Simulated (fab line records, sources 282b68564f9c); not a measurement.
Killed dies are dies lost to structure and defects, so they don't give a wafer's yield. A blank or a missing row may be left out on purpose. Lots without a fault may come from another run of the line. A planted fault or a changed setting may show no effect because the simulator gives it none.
Which tool did it? | flow rit_cmos | 7 lots, 21 wafers sampled, at 2 steps of a route of 202

WHAT THE GAUGES READ, wafer by wafer
RIT_PWELL_OVL_MEAS_06.
lot  | measured    | on         | PWELL_OVL (nm)
L721 | day 2 02:51 | overlay-02 | 0.5 -0.8 -1.8
L724 | day 2 18:01 | overlay-01 | 1.1 0.4 -0.3
L728 | day 3 14:35 | overlay-02 | 2.4 -1.3 0.6
L732 | day 4 10:32 | overlay-01 | 0.6 -0.4 -0.4
L736 | day 5 06:02 | overlay-01 | -0.3 0.9 0.2
L740 | day 6 04:26 | overlay-02 | - - -
L742 | day 6 13:27 | overlay-01 | - - -

WHICH TOOL RAN EACH LOT (tool, then ch and the chambers of the sampled wafers, then the start)
lot  | RIT_PWELL_COAT_01
L721 | litho_track-03 ch 0, day 2 02:10
L724 | litho_track-03 ch 0, day 2 17:10
L728 | litho_track-04 ch 0, day 3 13:38
L732 | litho_track-01 ch 0, day 4 09:49
L736 | litho_track-04 ch 0, day 5 05:19
L740 | litho_track-03, day 6 03:45
L742 | litho_track-04, day 6 12:43
- RIT_PWELL_COAT_01: resist thk 1300 nm.

THE ANSWER, worked out from the rows above alone
Rule: what is usual is taken from the lots themselves. Put in order of their means at a reading, lots are off if they are a third of the lots or fewer, leave a main group of 4 or more, and stand apart from it by a gap of 3 or more times the standard deviation of the main group's means; of several such gaps the widest counts. A main group whose means are all the same, to the digits that the tables above print for the reading, isn't used. A lot without any number at a reading at which 4 lots or more have one is off too. The other lots that the step has rows for count as sound.
Off: L740, L742, at RIT_PWELL_OVL_MEAS_06 (PWELL_OVL). Without a number there: L740, L742. The main group: mean 0.1 nm, standard deviation 0.45.
A tool fits if, at a process step before that reading, it ran every lot that is off, and no sound lot after the first of them. The gauges at RIT_PWELL_OVL_MEAS_06 are tried like those tools. None of those tried fits.

WHAT THE SIMULATOR HAD PUT IN
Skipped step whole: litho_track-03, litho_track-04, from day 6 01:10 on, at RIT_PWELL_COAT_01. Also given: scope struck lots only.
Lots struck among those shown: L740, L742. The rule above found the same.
